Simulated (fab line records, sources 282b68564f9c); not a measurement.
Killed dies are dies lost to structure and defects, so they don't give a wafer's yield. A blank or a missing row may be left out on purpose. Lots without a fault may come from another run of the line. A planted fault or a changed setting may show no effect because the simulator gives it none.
fab line records | flow rit_cmos
record lots=13 wafers=39 last_day=7
route steps=202 shown FOX2@80 GATE@96 CONTACT@173 M1@194
lots that met no fault: from a run of the same line without faults
start_h: hours from the record's first day to the start of the lot's first wafer shown | wait_h: hours since the lot's step before | " the same as in the row above | L1.1+2: a row that stands for several wafers | - no value, or no start given | * or withheld: withheld | < > ~ a bound
route shown NAME@n: a module of which the file shows steps, and the number in the route of the first | usual: mean/standard deviation of fault-free wafers | same: alike in all rows | chamber/n: place in a boat | sites: the reading at each site | _std_site: their standard deviation | _edge_site: outer sites' mean less inner sites' | radius_mm: how far each site lies from the wafer's centre | mask NAME#n: copy n | behind: the tool/chamber that last shaped the wafer | hold: why the lot was held/for how many hours/how that ended | device: the transistor (n, p or np) that didn't switch | end of line: the same wafers' tests at the end of the route | a step without rows: its recipe alone | killed: dies lost to structure and defects at the first sort, not the wafer's yield | map: a wafer's dies, x killed, . not, _ none there
set.NAME: the setting as run; set.NAME@STEP: as run at that earlier step | model.NAME: the simulator's own value behind a step, which no gauge read
steps of the route over a sample of lots; a table a step, a row a wafer
services: from which hour (start_h, from the record's first day; less than 0 if before it) a tool's chamber was out of use, for how many hours, and why
## steps
# step RIT_FOX2_THK_MEAS_91
# recipe reads=SiO2_of_FOX2_OXIDATION_00
# usual FIELD_OXIDE_LEFT_2_THK=254/7.8
# columns lot.wafer tool chamber start_h wait_h FIELD_OXIDE_LEFT_2_THK[nm]
L350.1 film_metro-01 - 38.81 0.0 267
L350.4 " - " " 258
L350.6 " - " " 258
L351.1 film_metro-01 - 42.28 0.0 260
L351.5 " - " " 260
L351.6 " - " " 262
L353.1 film_metro-02 - 60.27 0.0 249
L353.3 " - " " 257
L353.5 " - " " 253
L354.1 film_metro-04 - 65.44 0.0 253
L354.2 " - " " 255
L354.4 " - " " 253
L355.2 film_metro-01 - 71.95 0.0 256
L355.3 " - " " 257
L355.5 " - " " 256
L356.1 film_metro-04 - 76.18 0.0 257
L356.3 " - " " 254
L356.4 " - " " 251
L357.1 film_metro-02 - 77.80 0.0 261
L357.2 " - " " 254
L357.4 " - " " 257
L358.1 film_metro-01 - 82.95 0.0 274
L358.2 " - " " 264
L358.4 " - " " 271
L360.1 film_metro-02 - 93.86 0.0 258
L360.2 " - " " 254
L360.4 " - " " 259
L363.3 film_metro-01 - 104.74 0.0 251
L363.4 " - " " 248
L363.5 " - " " 249
L365.2 film_metro-04 - 114.66 0.0 241
L365.4 " - " " 246
L365.5 " - " " 243
L370.1 film_metro-01 - 138.55 0.0 257
L370.3 " - " " 259
L370.5 " - " " 266
L371.3 film_metro-04 - 143.17 0.0 256
L371.4 " - " " 257
L371.5 " - " " 255
# step RIT_GATE_STRIP_20
# recipe chemistry=O2 time_s=180 resist=NOVOLAK platen_temp_c=withheld power_w=500 pressure_mtorr=4000 o2_flow_sccm=3935
# usual drypump_motor_current_A=5.8/0.34
# columns lot.wafer tool chamber start_h wait_h drypump_motor_current_A rf_hours_counter_h
L350.1 plasma_asher-01 1 44.63 0.1 6.4 36
L350.4 " 1 " " 6.4 -
L350.6 " 0 " " 5.4 -
L351.1 plasma_asher-01 1 57.04 0.1 6.4 37
L351.5 " 0 " " 5.5 -
L351.6 " 1 " " 6.4 -
L353.1 plasma_asher-04 1 68.64 0.1 5.8 44
L353.3 " 0 " " 6.0 -
L353.5 " 1 " " 5.8 -
L354.1 plasma_asher-03 0 71.90 0.1 5.5 29
L354.2 " 1 " " 5.5 29
L354.4 " 0 " " 5.6 -
L355.2 plasma_asher-03 0 81.11 0.1 5.5 30
L355.3 " 1 " " 5.5 -
L355.5 " 0 " " 5.5 -
L356.1 plasma_asher-03 1 82.48 0.1 5.5 30
L356.3 " 1 " " 5.5 -
L356.4 " 0 " " 5.6 -
L357.1 plasma_asher-04 1 82.77 0.1 5.8 45
L357.2 " 0 " " 6.0 45
L357.4 " 1 " " 5.8 -
L358.1 plasma_asher-01 0 88.45 0.1 5.4 40
L358.2 " 1 " " 6.4 40
L358.4 " 1 " " 6.4 -
L360.1 plasma_asher-04 0 99.76 0.1 6.0 47
L360.2 " 1 " " 5.9 47
L360.4 " 0 " " 6.0 -
L363.3 plasma_asher-03 0 110.12 0.1 5.5 -
L363.4 " 1 " " 5.5 -
L363.5 " 0 " " 5.5 -
L365.2 plasma_asher-01 1 120.66 0.1 6.4 0
L365.4 " 1 " " 6.4 -
L365.5 " 0 " " 5.4 -
L370.1 plasma_asher-01 1 143.35 0.1 6.4 3
L370.3 " 0 " " 5.4 -
L370.5 " 1 " " 6.4 -
L371.3 plasma_asher-04 0 155.28 0.1 6.0 -
L371.4 " 1 " " 5.8 -
L371.5 " 0 " " 6.0 -
# step RIT_CONTACT_EXPOSE_05
# recipe mask_id=M11 na=0.6 source_shape=conventional sigma_outer=0.5 target_cd_nm=1000 dose_mj=250
# columns lot.wafer tool chamber start_h wait_h mask
L350.1+4+6 iline_stepper-02 0 60.27 0.1 M11#0
L351.1+5+6 iline_stepper-02 0 72.86 0.1 M11#0
L353.1+3+5 iline_stepper-01 0 83.20 0.2 M11#0
L354.1+2+4 iline_stepper-01 0 89.09 0.1 M11#0
L355.2+3+5 iline_stepper-01 0 96.17 0.1 M11#0
L357.1+2+4 iline_stepper-02 0 98.01 0.2 M11#0
L356.1+3+4 iline_stepper-02 0 98.41 0.1 M11#0
L358.1+2+4 iline_stepper-01 0 103.46 0.2 M11#0
L360.1+2+4 iline_stepper-02 0 114.19 0.3 M11#0
L363.3+4+5 iline_stepper-02 0 123.99 0.1 M11_R1#0
L365.2+4+5 iline_stepper-02 0 134.54 0.2 M11#0
L370.1+3+5 iline_stepper-01 0 160.36 0.2 M11#0
L371.3+4+5 iline_stepper-01 0 170.62 0.1 M11#0
# step RIT_CONTACT_CD_MEAS_08
# recipe target_cd_nm=1000
# usual cd_nm=1001.1/2.4
# columns lot.wafer tool chamber start_h wait_h cd_nm
L350.1 cd_sem-01 - 60.79 - 999.3
L350.4 " - " " 1001.5
L350.6 " - " " 1001.6
L351.1 cd_sem-01 - 73.38 - 1003.3
L351.5 " - " " 1001.2
L351.6 " - " " 1001.5
L353.1 cd_sem-01 - 83.71 - 999.8
L353.3 " - " " 996.3
L353.5 " - " " 998.1
L354.1 cd_sem-01 - 89.61 - 1005.6
L354.2 " - " " 1007.2
L354.4 " - " " 1003.9
L355.2 cd_sem-01 - 96.69 - 1002.0
L355.3 " - " " 1004.1
L355.5 " - " " 1002.1
L357.1 cd_sem-01 - 98.74 - 997.8
L357.2 " - " " 997.6
L357.4 " - " " 998.6
L356.1 cd_sem-02 - 99.06 - 999.9
L356.3 " - " " 999.9
L356.4 " - " " 1000.4
L358.1 cd_sem-01 - 104.02 - 1004.0
L358.2 " - " " 1001.0
L358.4 " - " " 1001.4
L360.1 cd_sem-02 - 114.71 - 1002.6
L360.2 " - " " 1003.2
L360.4 " - " " 1003.7
L363.3 cd_sem-01 - 124.51 - 1155.4
L363.4 " - " " 1153.1
L363.5 " - " " 1156.1
L365.2 cd_sem-02 - 135.06 - 1002.1
L365.4 " - " " 1000.1
L365.5 " - " " 1003.1
L370.1 cd_sem-01 - 160.88 - 997.2
L370.3 " - " " 997.7
L370.5 " - " " 997.2
L371.3 cd_sem-01 - 171.21 - 998.3
L371.4 " - " " 999.3
L371.5 " - " " 998.4
# step RIT_M1_OVL_MEAS_10
# usual M1_OVL=-0.1/1.7
# columns lot.wafer tool chamber start_h wait_h M1_OVL[nm]
L350.1 overlay-01 - 63.44 0.1 0.9
L350.4 " - " " -1.6
L350.6 " - " " 0.0
L351.1 overlay-02 - 76.16 0.1 -2.6
L351.5 " - " " -1.5
L351.6 " - " " -0.7
L353.1 overlay-01 - 86.46 0.1 -2.6
L353.3 " - " " -0.8
L353.5 " - " " -2.0
L354.1 overlay-02 - 92.41 0.1 0.9
L354.2 " - " " 1.3
L354.4 " - " " 0.3
L355.2 overlay-01 - 99.62 0.1 -0.4
L355.3 " - " " -0.9
L355.5 " - " " -2.2
L357.1 overlay-02 - 101.49 0.1 -1.8
L357.2 " - " " -1.8
L357.4 " - " " -1.7
L356.1 overlay-01 - 101.93 0.1 -0.3
L356.3 " - " " 0.7
L356.4 " - " " -0.5
L358.1 overlay-01 - 106.67 0.1 0.9
L358.2 " - " " 1.9
L358.4 " - " " 1.9
L360.1 overlay-02 - 117.40 0.1 -0.8
L360.2 " - " " -1.1
L360.4 " - " " 1.3
L363.3 overlay-01 - 127.10 0.1 -0.5
L363.4 " - " " 0.9
L363.5 " - " " -0.3
L365.2 overlay-01 - 137.70 0.1 -2.0
L365.4 " - " " -0.8
L365.5 " - " " -2.4
L370.1 overlay-01 - 163.50 0.1 -0.5
L370.3 " - " " 0.5
L370.5 " - " " -0.9
L371.3 overlay-02 - 174.10 0.1 -3.8
L371.4 " - " " -4.1
L371.5 " - " " -3.6
# step RIT_M1_PROBE_99
# usual killed_at_contacts=0.0/0.2 killed_at_front_end=6.8/3 killed_dies=6.9/3 killed_open=3.3/1.9 killed_short=3.6/1.9
# same gross_dies=264 killed_at_M0_to_M3=0 killed_at_M4_up=0 killed_at_back_side=0 killed_at_other=0
# columns lot.wafer tool chamber start_h wait_h killed_at_contacts killed_at_front_end killed_dies killed_open killed_short
L363.3 prober-02 - 129.87 0.2 68 5 73 1 4
L363.4 prober-02 - 129.92 0.2 55 7 62 5 2
L363.5 prober-02 - 129.97 0.2 66 4 70 2 2
# killed by level:class
L363.3 CONTACT:area_expose=68 FOX2:geometric_particle:short=3 REOX:geometric_particle:short=1 REOX:geometric_particle:open=1
L363.4 CONTACT:area_expose=55 REOX:geometric_particle:open=2 FOX2:geometric_particle:open=1 REOX:geometric_particle:short=1 SPACER:geometric_particle:open=1 SPACER:geometric_particle:short=1 SILICIDE:geometric_particle:open=1
L363.5 CONTACT:area_expose=66 FOX1:geometric_particle:short=1 FOX2:geometric_particle:short=1 SPACER:geometric_particle:open=1 SILICIDE:geometric_particle:open=1
## services
# columns tool chamber start_h hours kind
iline_stepper-02 - 25.70 1.8 repair
iline_stepper-01 - 27.52 4.3 pm
plasma_asher-04 - 46.25 2.0 repair
plasma_asher-01 - 108.75 9.0 pm
plasma_asher-01 0 108.75 9.0 vent_cycle
plasma_asher-01 1 108.75 9.0 vent_cycle
plasma_asher-01 0 117.75 - clean
plasma_asher-01 1 117.75 - clean
iline_stepper-01 - 119.09 28.9 pm
plasma_asher-01 - 145.83 2.8 pm
iline_stepper-02 - 145.97 35.9 repair
## key
first_sign step=RIT_CONTACT_EXPOSE_05 reading=mask direction=changed
effect step=RIT_CONTACT_CD_MEAS_08 reading=cd_nm direction=up sigmas=64 usual=1001.1 struck=1154.9
effect step=RIT_M1_PROBE_99 reading=killed_at_contacts direction=up sigmas=63 usual=0.0 struck=63
more_kills_born_at RIT_CONTACT_EXPOSE_05@iline_stepper-02=189
met_at RIT_CONTACT_EXPOSE_05
struck_lots L363
tester_left_out L363
not_acting_at RIT_FOX2_THK_MEAS_91,RIT_GATE_STRIP_20,RIT_M1_OVL_MEAS_10
onset_between 114.19 123.99
fault kind=wrong_mask tool=any chamber=- onset_h=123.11 steps=RIT_CONTACT_EXPOSE_05 aux_copy=M11_R1#0 cd_offset_nm=150 scope=struck_lots_only
# tester_left_out: of these lots the tester's yield and bins aren't shown, on N5 and GAA mostly nor the transistor test; their killed dies are dies lost to structure and defects alone, not to doping, threshold or leakage, so they don't give the yield
